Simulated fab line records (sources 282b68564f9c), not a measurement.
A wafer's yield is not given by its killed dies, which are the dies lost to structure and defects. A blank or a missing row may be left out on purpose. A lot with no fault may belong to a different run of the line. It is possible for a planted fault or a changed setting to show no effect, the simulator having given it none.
fab line records + flow ritCmos
[record]
- lots = 15
- wafers = 45
- lastDay = 7
route steps=202 shown PWELL@42
lots untouched by any fault: they come from a run of this same line in which no faults occurred
startH: start of the lot's first displayed wafer, in hours after the record's first day + waitH: hours from the lot's prior step to this one + " unchanged from the row above + L1.1+2: a single row standing in for several wafers + - no value, or no start given + * or withheld: withheld + < > ~ a bound
route shown NAME@n: NAME is a module with steps in the file, n the number in the route of the first one + usual: mean/standard deviation taken from wafers without a fault + same: alike in all rows + chamber/n: place in a boat + sites: per-site readings + _std_site: the standard deviation of these + _edge_site: outer sites' mean less inner sites' + radiusMm: how far each site lies from the wafer's centre + mask NAME#n: copy n + behind: the last tool/chamber to shape the wafer + hold: cause of the lot's hold/its duration in hours/its outcome + device: whichever transistor did not switch (one of n, p or np) + end of line: tests run on the same wafers once the route is complete + a step given without rows: its recipe and nothing more + killed: dies that structure and defects cost at the first sort, which is not the same as the wafer's yield + map: a wafer's dies, x killed, . not, _ none there
set.NAME: the setting the step ran with; set.NAME@STEP: the setting that earlier step ran with + model.NAME: the simulator's own value behind a step, which no gauge read
one table for each step of the route and one row for each wafer, over a sample of lots
services: the hour from which a tool's chamber was out of use, counted from the record's first day as startH (under 0 if before that day), plus the number of hours and why
[[steps]]
[step RIT_PWELL_EXPOSE_03]
[recipe]
- maskId = M3
- na = 0.57
- targetCdNm = 43700
- doseMj = 250
[usual]
- exposureDoseMJCm2 = 250.00/0.25
- focusOffsetNm = 0.1/0.52
| lot.wafer | tool            | chamber | startH | waitH | mask | exposureDoseMJCm2 | focusOffsetNm |
|-----------|-----------------|---------|--------|-------|------|-------------------|---------------|
| L839.1    | ilineStepper-02 | 0       | 22.04  | 0.3   | M3#0 | 250.31            | 0.2           |
| L839.2    | "               | 0       | "      | "     | M3#0 | 250.23            | -0.2          |
| L839.5    | "               | 0       | "      | "     | M3#0 | 249.95            | 0.4           |
| L840.1    | ilineStepper-01 | 0       | 26.62  | 0.2   | M3#0 | 250.03            | -0.4          |
| L840.3    | "               | 0       | "      | "     | M3#0 | 249.97            | -0.9          |
| L840.4    | "               | 0       | "      | "     | M3#0 | 250.22            | -0.2          |
| L841.2    | ilineStepper-01 | 0       | 32.96  | 0.1   | M3#0 | 249.89            | 0.5           |
| L841.3    | "               | 0       | "      | "     | M3#0 | 249.35            | 0.4           |
| L841.5    | "               | 0       | "      | "     | M3#0 | 249.41            | 0.2           |
| L844.1    | ilineStepper-01 | 0       | 47.11  | 0.1   | M3#0 | 249.98            | 0.5           |
| L844.3    | "               | 0       | "      | "     | M3#0 | 249.95            | 1.2           |
| L844.5    | "               | 0       | "      | "     | M3#0 | 250.13            | 0.4           |
| L845.2    | ilineStepper-02 | 0       | 52.91  | 0.2   | M3#0 | 250.31            | 0.5           |
| L845.5    | "               | 0       | "      | "     | M3#0 | 250.05            | 0.6           |
| L845.6    | "               | 0       | "      | "     | M3#0 | 249.99            | 0.6           |
| L847.1    | ilineStepper-01 | -       | 62.26  | 0.2   | M3#0 | -                 | -             |
| L847.2    | "               | -       | "      | "     | M3#0 | -                 | -             |
| L847.5    | "               | -       | "      | "     | M3#0 | -                 | -             |
| L848.3    | ilineStepper-02 | -       | 68.83  | 0.2   | M3#0 | -                 | -             |
| L848.5    | "               | -       | "      | "     | M3#0 | -                 | -             |
| L848.6    | "               | -       | "      | "     | M3#0 | -                 | -             |
| L849.1    | ilineStepper-02 | -       | 71.44  | 0.1   | M3#0 | -                 | -             |
| L849.2    | "               | -       | "      | "     | M3#0 | -                 | -             |
| L849.5    | "               | -       | "      | "     | M3#0 | -                 | -             |
| L851.1    | ilineStepper-02 | 0       | 81.31  | 0.1   | M3#0 | 249.82            | -0.7          |
| L851.3    | "               | 0       | "      | "     | M3#0 | 249.38            | -0.5          |
| L851.6    | "               | 0       | "      | "     | M3#0 | 249.81            | -0.1          |
| L857.1    | ilineStepper-02 | 0       | 112.80 | 0.2   | M3#0 | 249.70            | -0.5          |
| L857.5    | "               | 0       | "      | "     | M3#0 | 250.03            | -0.2          |
| L857.6    | "               | 0       | "      | "     | M3#0 | 250.23            | 0.0           |
| L858.1    | ilineStepper-01 | 0       | 116.37 | 0.2   | M3#0 | 249.49            | -0.7          |
| L858.2    | "               | 0       | "      | "     | M3#0 | 250.04            | -0.2          |
| L858.5    | "               | 0       | "      | "     | M3#0 | 249.85            | 0.0           |
| L859.1    | ilineStepper-01 | 0       | 121.37 | 0.1   | M3#0 | 250.32            | 0.7           |
| L859.2    | "               | 0       | "      | "     | M3#0 | 250.27            | 0.9           |
| L859.4    | "               | 0       | "      | "     | M3#0 | 249.90            | 0.7           |
| L860.1    | ilineStepper-01 | 0       | 126.53 | 0.1   | M3#0 | 250.20            | 0.2           |
| L860.2    | "               | 0       | "      | "     | M3#0 | 249.92            | -0.9          |
| L860.6    | "               | 0       | "      | "     | M3#0 | 249.71            | -0.7          |
| L861.2    | ilineStepper-02 | 0       | 135.47 | 0.2   | M3#0 | 249.70            | 0.5           |
| L861.3    | "               | 0       | "      | "     | M3#0 | 249.72            | 0.6           |
| L861.6    | "               | 0       | "      | "     | M3#0 | 249.79            | 0.7           |
| L862.2    | ilineStepper-01 | 0       | 139.25 | 0.2   | M3#0 | 249.97            | 0.6           |
| L862.3    | "               | 0       | "      | "     | M3#0 | 250.24            | 0.0           |
| L862.4    | "               | 0       | "      | "     | M3#0 | 250.12            | 0.6           |
[[services]]
| tool            | chamber | startH | hours | kind        |
|-----------------|---------|--------|-------|-------------|
| ilineStepper-02 | -       | 14.64  | 4.4   | pm          |
| ilineStepper-01 | -       | 19.16  | 4.4   | pm          |
| ilineStepper-02 | -       | 34.93  | 1.7   | pm          |
| ilineStepper-01 | 0       | 101.34 | -     | calibration |
[[key]]
[firstSign]
- step = RIT_PWELL_EXPOSE_03
- reading = toolRecord
- direction = missing
effect none on later readings
metAt RIT_PWELL_EXPOSE_03
struckLots L847,L848,L849
sortLeftOut L847.1,L847.2,L847.5,L848.3,L848.5,L848.6,L849.1,L849.2,L849.5
testerLeftOut L847,L848,L849
onsetBetween 52.91 62.26
[fault]
- kind = skippedStepWhole
- tool = ilineStepper-01,ilineStepper-02
- chamber = -
- onsetH = 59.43
- steps = RIT_PWELL_EXPOSE_03
- scope = struckLotsOnly
// testerLeftOut: of these lots the tester's yield and bins aren't shown, on N5 and GAA mostly nor the transistor test; their killed dies are dies lost to structure and defects alone, not to doping, threshold or leakage, so they don't give the yield
// sortLeftOut: the simulated sort isn't trusted on such a fault, so these wafers' sort isn't shown, and their yield isn't known
